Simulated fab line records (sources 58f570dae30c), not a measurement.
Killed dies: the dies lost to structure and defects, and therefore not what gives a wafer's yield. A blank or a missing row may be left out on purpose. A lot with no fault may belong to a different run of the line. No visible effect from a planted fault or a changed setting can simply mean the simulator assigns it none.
Which tool was responsible?    flow berkeley-cmos170    14 lots with 42 wafers sampled at 3 steps, on a route of 331 steps

## WHAT THE GAUGES READ, wafer by wafer
UCB170_SILICIDE_RS_MEAS_02: uses a four-point probe to measure.
lot   measured      on             SILICIDE_TI_RS (ohm/sq)
L474  day 7 09:32   film-metro-04  25.8 26.0 26.1
L475  day 7 09:46   film-metro-02  25.4 25.0 25.2
L477  day 7 23:52   film-metro-04  26.3 26.0 26.3
L481  day 8 06:50   film-metro-03  26.1 26.6 25.9
L482  day 8 06:50   film-metro-02  26.2 26.0 26.2
L484  day 8 23:37   film-metro-03  26.3 26.4 25.9
L491  day 9 23:35   film-metro-03  26.6 26.6 26.4
L490  day 9 23:11   film-metro-03  26.2 25.9 26.4
L493  day 11 00:25  film-metro-02  26.1 25.8 26.2
L494  day 11 01:21  film-metro-02  25.6 25.8 25.7
L495  day 11 00:53  film-metro-03  26.1 26.0 26.0
L497  day 11 09:43  film-metro-03  25.9 25.9 25.6

## WHICH TOOL RAN EACH LOT (tool, then ch and the chambers of the sampled wafers, then the start)
lot   UCB170_NWELL_DEVELOP_11           UCB170_SDANNEAL_RTA_00
L474  litho-track-03 ch 0, day 2 17:00  rtp-anneal-02 ch 0, day 7 08:50
L475  litho-track-04 ch 0, day 2 17:00  rtp-anneal-02 ch 0, day 7 09:01
L477  litho-track-03 ch 0, day 3 05:00  rtp-anneal-01 ch 0, day 7 23:09
L481  litho-track-03 ch 0, day 3 18:00  rtp-anneal-01 ch 0, day 8 06:08
L482  litho-track-03 ch 0, day 3 22:00  rtp-anneal-02 ch 0, day 8 06:07
L484  litho-track-03 ch 0, day 4 07:00  rtp-anneal-01 ch 0, day 8 22:55
L488  litho-track-02, day 5 11:00       -
L491  litho-track-04 ch 0, day 5 18:00  rtp-anneal-01 ch 0, day 9 22:53
L490  litho-track-02 ch 0, day 5 18:00  rtp-anneal-02 ch 0, day 9 22:29
L489  litho-track-02, day 5 18:00       -
L493  litho-track-04 ch 0, day 6 09:00  rtp-anneal-02 ch 0, day 10 23:43
L494  litho-track-04 ch 0, day 6 09:00  rtp-anneal-01 ch 0, day 11 00:38
L495  litho-track-03 ch 0, day 6 16:00  rtp-anneal-01 ch 0, day 11 00:10
L497  litho-track-04 ch 0, day 6 23:00  rtp-anneal-01 ch 0, day 11 09:00
- UCB170_NWELL_DEVELOP_11: develop time 45 s.
- UCB170_SDANNEAL_RTA_00: time 10 s.

## AS READ BY THE TOOLS THEMSELVES (means over the sampled wafers that have a number; for cases with no such wafer, the mark the record gives instead)
UCB170_NWELL_DEVELOP_11.
lot   tool            chill-plate-temp-C (C)
L474  litho-track-03  23.00
L475  litho-track-04  22.99
L477  litho-track-03  22.82
L481  litho-track-03  23.00
L482  litho-track-03  23.02
L484  litho-track-03  22.83
L488  litho-track-02  -
L491  litho-track-04  22.93
L490  litho-track-02  23.11
L489  litho-track-02  -
L493  litho-track-04  23.06
L494  litho-track-04  22.93
L495  litho-track-03  22.86
L497  litho-track-04  23.05

UCB170_SDANNEAL_RTA_00.
lot   tool           lamp-power-pct (%)  wafer_temp_C_max
L474  rtp-anneal-02  27.8                903.8
L475  rtp-anneal-02  27.8                903.8
L477  rtp-anneal-01  23.8                906.4
L481  rtp-anneal-01  23.8                906.7
L482  rtp-anneal-02  27.8                904.4
L484  rtp-anneal-01  23.7                906.7
L491  rtp-anneal-01  23.8                907.5
L490  rtp-anneal-02  27.9                904.6
L493  rtp-anneal-02  27.9                904.4
L494  rtp-anneal-01  23.7                906.5
L495  rtp-anneal-01  23.7                906.4
L497  rtp-anneal-01  23.8                905.0

## THE ANSWER, worked out from the rows above alone
Rule: usual is defined by the lots themselves. The widest of any qualifying gaps counts: lots, ordered by their means at a reading, are off when they make up no more than a third of the lots, leave a main group of 4 or more, and stand apart from it by 3 or more times the standard deviation of that group's means. A main group whose means are all the same, to the digits that the tables above print for the reading, isn't used. A lot without any number at a reading at which 4 lots or more have one is off too. All remaining lots with rows at the step are treated as sound. First the gauges in route order, then the tools' own readings, where a lot's mean is used as printed above. At the first step where some lot is off, the reading lying furthest off is the one used; lots without a number count as furthest.
Off, at UCB170_NWELL_DEVELOP_11 on chill-plate-temp-C: L488, L489. Without a number there: L488, L489. The main group has a mean of 22.97 C with a standard deviation of 0.089.
If a tool, at that step or one of the process steps before it, ran each lot that is off and ran no sound lot following the first of them, it fits. Of those tried, none fits.

## WHAT WAS PUT IN BY THE SIMULATOR
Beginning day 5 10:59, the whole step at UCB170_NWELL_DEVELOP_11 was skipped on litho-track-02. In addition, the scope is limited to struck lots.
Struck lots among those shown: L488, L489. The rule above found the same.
